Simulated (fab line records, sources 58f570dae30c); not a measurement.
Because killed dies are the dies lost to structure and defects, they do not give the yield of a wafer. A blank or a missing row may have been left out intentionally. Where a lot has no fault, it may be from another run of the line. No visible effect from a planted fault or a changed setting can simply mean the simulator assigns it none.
The tool behind it: which one? ; flow berkeley-cmos170 ; 42 wafers from 14 lots sampled at 3 of the route's 331 steps

== WHAT THE GAUGES READ, wafer by wafer ==
UCB170_START_BOW_MEAS_00.
lot;measured;on;INCOMING_BOW (um)
L893;day 1 20:02;film-metro-02;7 -1 -4
L895;day 2 06:00;film-metro-01;-2 -10 -1
L896;day 2 11:00;film-metro-04;-4 -3 -2
L903;day 3 22:00;film-metro-04;-4 2 -2
L904;day 4 03:00;film-metro-04;2 10 -3
L905;day 4 08:00;film-metro-02;0 7 -10
L907;day 4 18:20;film-metro-02;0 -5 1
L908;day 4 23:01;film-metro-02;-3 11 -8
L909;day 5 04:00;film-metro-04;-8 0 2
L910;day 5 09:00;film-metro-02;5 -3 -7
L911;day 5 14:02;film-metro-04;8 1 2
L912;day 5 19:00;film-metro-02;8 -8 -1
L913;day 6 00:04;film-metro-04;-2 -3 -10
L914;day 6 05:01;film-metro-02;3 -9 8

UCB170_PWELL_THK_MEAS_03.
lot;measured;on;PWELL_OXIDE_THK (nm)
L893;day 3 05:57;film-metro-02;26.8 26.4 26.8
L895;day 3 11:14;film-metro-01;26.7 26.6 26.9
L896;day 3 19:52;film-metro-03;25.9 25.9 26.0
L903;day 5 13:43;film-metro-02;26.4 26.3 26.8
L904;day 5 13:46;film-metro-02;27.6 27.6 27.9
L905;day 5 13:43;film-metro-03;26.7 26.5 26.5
L907;day 5 23:11;film-metro-02;26.2 25.8 26.5
L908;day 6 05:16;film-metro-03;26.1 25.8 25.9
L909;day 6 10:21;film-metro-03;26.1 26.1 26.1
L910;day 6 17:12;film-metro-03;26.9 26.5 26.9
L911;day 7 01:38;film-metro-03;25.7 25.9 25.9
L912;day 7 01:37;film-metro-02;25.0 25.0 25.1
L913;day 7 05:13;film-metro-02;27.8 27.3 27.6
L914;day 7 09:04;film-metro-02;26.9 27.6 27.2

== EACH LOT AND THE TOOL THAT RAN IT (in order: tool; ch and the chambers of the sampled wafers; start) ==
lot;UCB170_ZERO_ETCH_06
L893;rie-diel-04 ch 0,1, day 2 05:06
L895;rie-diel-04 ch 1,2,3, day 2 14:49
L896;rie-diel-01 ch 0,1,3, day 2 21:16
L903;rie-diel-03 ch 0,2, day 4 08:11
L904;rie-diel-03 ch 1,2,3, day 4 15:44
L905;rie-diel-04 ch 0,2, day 4 15:55
L907;rie-diel-03 ch 0,3, day 5 03:07
L908;rie-diel-01 ch 0,2, day 5 05:55
L909;rie-diel-04 ch 1,2,3, day 5 12:40
L910;rie-diel-01 ch 1,2,3, day 5 17:09
L911;rie-diel-03 ch 0,1,2, day 6 01:38
L912;rie-diel-03 ch 0,1,3, day 6 04:31
L913;rie-diel-04 ch 0,2,3, day 6 06:20
L914;rie-diel-04 ch 0,3, day 6 12:19
- UCB170_ZERO_ETCH_06: etches SiO2 in CHF3/CF4/Ar, time 12 s.

== WHAT THE TOOLS THEMSELVES READ (means of the sampled wafers that have a number; where no wafer has one, the mark that the record gives instead) ==
UCB170_ZERO_ETCH_06.
lot;tool;drypump-motor-current-A (A);oes-product-au (a.u.);throttle-valve-pct (%)
L893;rie-diel-04;5.7;0.640;9.21
L895;rie-diel-04;5.5;0.638;9.14
L896;rie-diel-01;5.9;0.625;9.38
L903;rie-diel-03;5.8;0.629;9.30
L904;rie-diel-03;5.8;0.633;9.33
L905;rie-diel-04;5.5;0.642;9.30
L907;rie-diel-03;6.3;0.625;9.31
L908;rie-diel-01;6.0;0.630;9.46
L909;rie-diel-04;5.5;0.642;9.15
L910;rie-diel-01;6.0;0.627;9.37
L911;rie-diel-03;6.1;0.635;9.37
L912;rie-diel-03;6.2;0.629;9.34
L913;rie-diel-04;5.3;0.637;9.26
L914;rie-diel-04;5.3;0.634;9.30

== THE ANSWER, worked out from the rows above alone ==
Rule: the lots themselves supply what counts as usual. Put in order of their means at a reading, lots are off if they are a third of the lots or fewer, leave a main group of 4 or more, and stand apart from it by a gap of 3 or more times the standard deviation of the main group's means; of several such gaps the widest counts. If all means in a main group match to the digits the tables above print for the reading, that group is not used. A lot without any number at a reading at which 4 lots or more have one is off too. All remaining lots with rows at the step are treated as sound. The gauges are gone through in route order, then the tools' own readings, and for those a lot's mean is taken as printed above. The first step at which some lot is off is used, and at that step the reading that is off furthest; a lot without a number counts as furthest.
Nothing can be told from this: no lot is off at any reading shown.

== WHAT HAD BEEN PUT IN BY THE SIMULATOR ==
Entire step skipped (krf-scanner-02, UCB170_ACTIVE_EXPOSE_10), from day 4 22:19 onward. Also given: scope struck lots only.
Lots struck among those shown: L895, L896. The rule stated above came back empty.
